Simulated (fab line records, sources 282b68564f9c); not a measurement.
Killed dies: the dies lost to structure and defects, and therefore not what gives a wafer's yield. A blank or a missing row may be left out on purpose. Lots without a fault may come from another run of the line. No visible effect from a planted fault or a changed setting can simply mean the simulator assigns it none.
Struck lot and sound lot, side by side + flow ritCmos + 17 out of 202 route steps
Sound: wafers L899.2, L899.4, L899.5. Wafers L904.1, L904.2, L904.5 were the ones struck. Last of all comes the cause.
At each step with rows: each side's tool, then ch and its chambers, then its first start. Under that, the readings that differ: sound wafers + struck wafers + difference of the means + sigmas: that difference in standard deviations of wafers without a fault.
alike: words and numbers the same on both sides, and readings whose means are apart by under 2 such deviations; not compared: readings that were withheld, readings missing a value for some wafer, numbers with overlapping values and no deviation given by the record, and bounds like >300 which may hide the same value.
The two part at a step that has a row with sigmas, a row that says differs or no value, or rows on one side only. Numbers that have no deviation but don't overlap get no sigmas and don't part them. A reading that every wafer of one side lacks parts them only if that side has two wafers or more.

first, 2 steps without rows for these wafers: RIT_NRETRO_HARDBAKE_07 (time 120 s); RIT_NRETRO_IMPLANT_08.
RIT_NRETRO_STRIP_09: strips in O2, time 180 s.
  sound on plasmaAsher-02 ch 0,1, day 5 12:01; struck on plasmaAsher-01 ch 0,1, day 6 11:18
  alike: drypumpMotorCurrentA, o2FlowSccm
  not compared: rfHoursCounterH
RIT_NRETRO_TW_MEAS_10:
  sound on filmMetro-04, day 5 12:12; struck on filmMetro-03, day 6 11:28
  alike: NRETRO_TW
then, 6 steps without rows for these wafers: RIT_PRETRO_HMDS_00 (prime time 60 s); RIT_PRETRO_COAT_01 (resist thk 1300 nm); RIT_PRETRO_SOFTBAKE_02 (time 60 s); RIT_PRETRO_EXPOSE_03 (exposes mask M5, target cd 43700 nm); RIT_PRETRO_PEB_04; RIT_PRETRO_DEVELOP_05 (develop time 68 s).
RIT_PRETRO_OVL_MEAS_06:
  sound on overlay-01, day 5 13:16; struck on overlay-02, day 6 12:38
| reading         | sound          | struck      | difference | sigmas |
|-----------------|----------------|-------------|------------|--------|
| PRETRO_OVL (nm) | -0.7 -1.6 -3.0 | 0.4 1.2 1.6 | +2.8       | +2     |
then, 1 step without rows for these wafers: RIT_PRETRO_HARDBAKE_07 (time 120 s).
RIT_PRETRO_IMPLANT_08:
  sound on implanter-03 ch 0, day 5 13:34; struck on implanter-03 ch 0, day 6 12:55
| reading                  | sound                | struck               | difference | sigmas      |
|--------------------------|----------------------|----------------------|------------|-------------|
| beamEnergyKeV            | 45.015 44.995 45.002 | 29.247 29.242 29.262 | -15.754    | -99 or more |
| model.implant.rpNm (nm)  | 147 147 147          | 92 92 92             | -55        |             |
| model.implant.drpNm (nm) | 55.07 55.07 55.07    | 42.09 42.09 42.09    | -12.98     |             |
RIT_PRETRO_STRIP_09: strips in O2, time 180 s.
  sound on plasmaAsher-04 ch 0,1, day 5 13:41; struck on plasmaAsher-02 ch 0,1, day 6 13:04
| reading                  | sound       | struck      | difference | sigmas |
|--------------------------|-------------|-------------|------------|--------|
| drypumpMotorCurrentA (A) | 6.3 6.7 6.7 | 5.4 5.8 5.4 | -1.0       | -2     |
  alike: o2FlowSccm
  not compared: rfHoursCounterH
RIT_PRETRO_TW_MEAS_10:
  sound on filmMetro-02, day 5 13:53; struck on filmMetro-04, day 6 13:15
| reading   | sound       | struck      | difference | sigmas |
|-----------|-------------|-------------|------------|--------|
| PRETRO_TW | 476 477 475 | 439 439 440 | -37        | -8     |
then, 1 step without rows for these wafers: RIT_GATE_WET_ETCH_00 (etches SiO2 in BOE, target depth 56 nm, time 60 s).
RIT_M1_PROBE_99:
  sound on prober-02, day 6 17:37; struck on prober-01, day 7 16:52
| reading                          | sound             | struck            | difference | sigmas |
|----------------------------------|-------------------|-------------------|------------|--------|
| killedAtContacts                 | 0 0 0             | 1 0 1             | +1         | +3     |
| model.etest.nmos_0p3.rOnOhmUm    | 2156 2152 2168    | 2409 2379 2394    | +235       |        |
| model.etest.nmos_0p15.rOnOhmUm   | 1108 1133 1121    | 1205 1202 1178    | +74        |        |
| model.etest.nmosTurned.driveUaUm | 339.3 334.4 350.9 | 263.6 273.6 270.5 | -72.3      |        |
| model.etest.nmos_0p15.driveUaUm  | 466.5 463.6 470.1 | 409.2 413.9 411.3 | -55.3      |        |
| model.etest.nmos_0p3.driveUaUm   | 221.7 220.4 222.2 | 182.2 184.8 179.5 | -39.3      |        |
| model.etest.nmosNarrow.driveUaUm | 213.2 211.6 216.2 | 182.6 188.2 178.3 | -30.6      |        |
| model.etest.nmos_0p15.swingMvDec | 86.76 86.24 86.33 | 87.42 87.46 88.15 | +1.23      |        |
| model.etest.ring.delayPs         | 27.71 27.66 27.64 | 29.27 28.94 28.65 | +1.28      |        |
  alike: killedAtFrontEnd, killedDies, killedOpen, killedShort

## WHERE THEY PART
Last at RIT_M1_PROBE_99 as far as this record goes, first at RIT_PRETRO_OVL_MEAS_06.

WHY: whatever the simulator had introduced
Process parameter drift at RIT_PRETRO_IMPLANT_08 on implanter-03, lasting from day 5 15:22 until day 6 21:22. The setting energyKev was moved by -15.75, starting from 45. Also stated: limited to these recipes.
